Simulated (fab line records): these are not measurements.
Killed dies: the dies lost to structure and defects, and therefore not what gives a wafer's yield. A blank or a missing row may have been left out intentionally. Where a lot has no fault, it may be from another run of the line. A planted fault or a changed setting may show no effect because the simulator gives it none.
Commonality check across tools	flow rit_cmos	14 lots, 42 wafers sampled

== REASON FOR OPENING ==
At RIT_PWELL_TW_MEAS_10 the reading PWELL_TW is flagged on 2 of 14 lots. Fault-free wafers read 959, with a standard deviation of 7.9.
Rule: a lot is flagged when every wafer of it that has a number lies more than 4 standard deviations from that mean, or none has a number. The other lots count as sound.

lot	measured	on	PWELL_TW, wafer by wafer	flag
L185	day 2 00:09	film_metro-01	961 964 963	
L186	day 2 05:37	film_metro-04	960 965 963	
L187	day 2 09:49	film_metro-04	960 959 965	
L188	day 2 18:41	film_metro-04	967 967 965	
L189	day 2 22:02	film_metro-01	965 967 961	
L190	day 3 02:52	film_metro-03	942 943 944	
L191	day 3 13:13	film_metro-01	952 956 948	
L192	day 3 17:26	film_metro-03	937 935 940	
L199	day 5 02:39	film_metro-04	2028 2028 2026	FLAGGED
L200	day 5 05:29	film_metro-04	968 970 968	
L201	day 5 08:19	film_metro-01	2013 2020 2006	FLAGGED
L203	day 5 19:44	film_metro-03	942 941 948	
L207	day 6 13:55	film_metro-04	962 957 967	
L208	day 6 18:20	film_metro-04	967 965 962	
The numbers of the flagged lots are 2020 on average: +1061 against the usual, or +99 or more standard deviations.

== TOOL THAT RAN EACH LOT ==
The record holds 1 process step before the reading, out of a route of 202 steps. Every cell lists first the tool, next ch and the chambers used by the sampled wafers, and last the start.
lot	flag	RIT_PWELL_IMPLANT_08
L185		implanter-01 ch 0, day 1 23:50
L186		implanter-04 ch 0, day 2 05:18
L187		implanter-03 ch 0, day 2 09:29
L188		implanter-01 ch 0, day 2 18:23
L189		implanter-04 ch 0, day 2 21:42
L190		implanter-01 ch 0, day 3 02:33
L191		implanter-04 ch 0, day 3 12:53
L192		implanter-03 ch 0, day 3 17:07
L199	FLAGGED	implanter-03 ch 0, day 5 02:19
L200		implanter-04 ch 0, day 5 05:10
L201	FLAGGED	implanter-03 ch 0, day 5 08:01
L203		implanter-01 ch 0, day 5 19:26
L207		implanter-04 ch 0, day 6 13:35
L208		implanter-01 ch 0, day 6 18:01
What is done by these steps:
- RIT_PWELL_IMPLANT_08
- RIT_PWELL_TW_MEAS_10

== FLAGGED OVER TOTAL, TOOL BY TOOL (the gauges that took the reading come last) ==
step	tool	lots run	flagged	share of the flagged lots	sound lots run after its first flagged lot
RIT_PWELL_IMPLANT_08	implanter-01	5	0	none	-
RIT_PWELL_IMPLANT_08	implanter-03	4	2	all	0
RIT_PWELL_IMPLANT_08	implanter-04	5	0	none	-
RIT_PWELL_TW_MEAS_10	film_metro-01	4	1	some	0
RIT_PWELL_TW_MEAS_10	film_metro-03	3	0	none	-
RIT_PWELL_TW_MEAS_10	film_metro-04	7	1	some	3 (L200,L207,L208)

== WHAT IS ALLOWED BY THE TABLE ==
All flagged lots share 1 row of the table, namely implanter-03 at RIT_PWELL_IMPLANT_08.
- implanter-03 at RIT_PWELL_IMPLANT_08 ran 4 lots, 2 of them flagged. Its last sound lot is L192 (day 3 17:07), its first flagged lot L199 (day 5 02:19): a fault that began between those two fits. Its own readings lie more than 4 standard deviations out on every wafer of the flagged lots: beam_on_s, dose_ions_cm2, faraday_current_uA.
One tool is left: implanter-03 at RIT_PWELL_IMPLANT_08.

== WHAT WAS PUT IN BY THE SIMULATOR ==
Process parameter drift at RIT_PWELL_IMPLANT_08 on implanter-03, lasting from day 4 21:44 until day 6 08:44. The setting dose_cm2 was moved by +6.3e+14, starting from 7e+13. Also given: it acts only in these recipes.
Shown lots that were struck: L199, L201. The rule above reached the same finding.
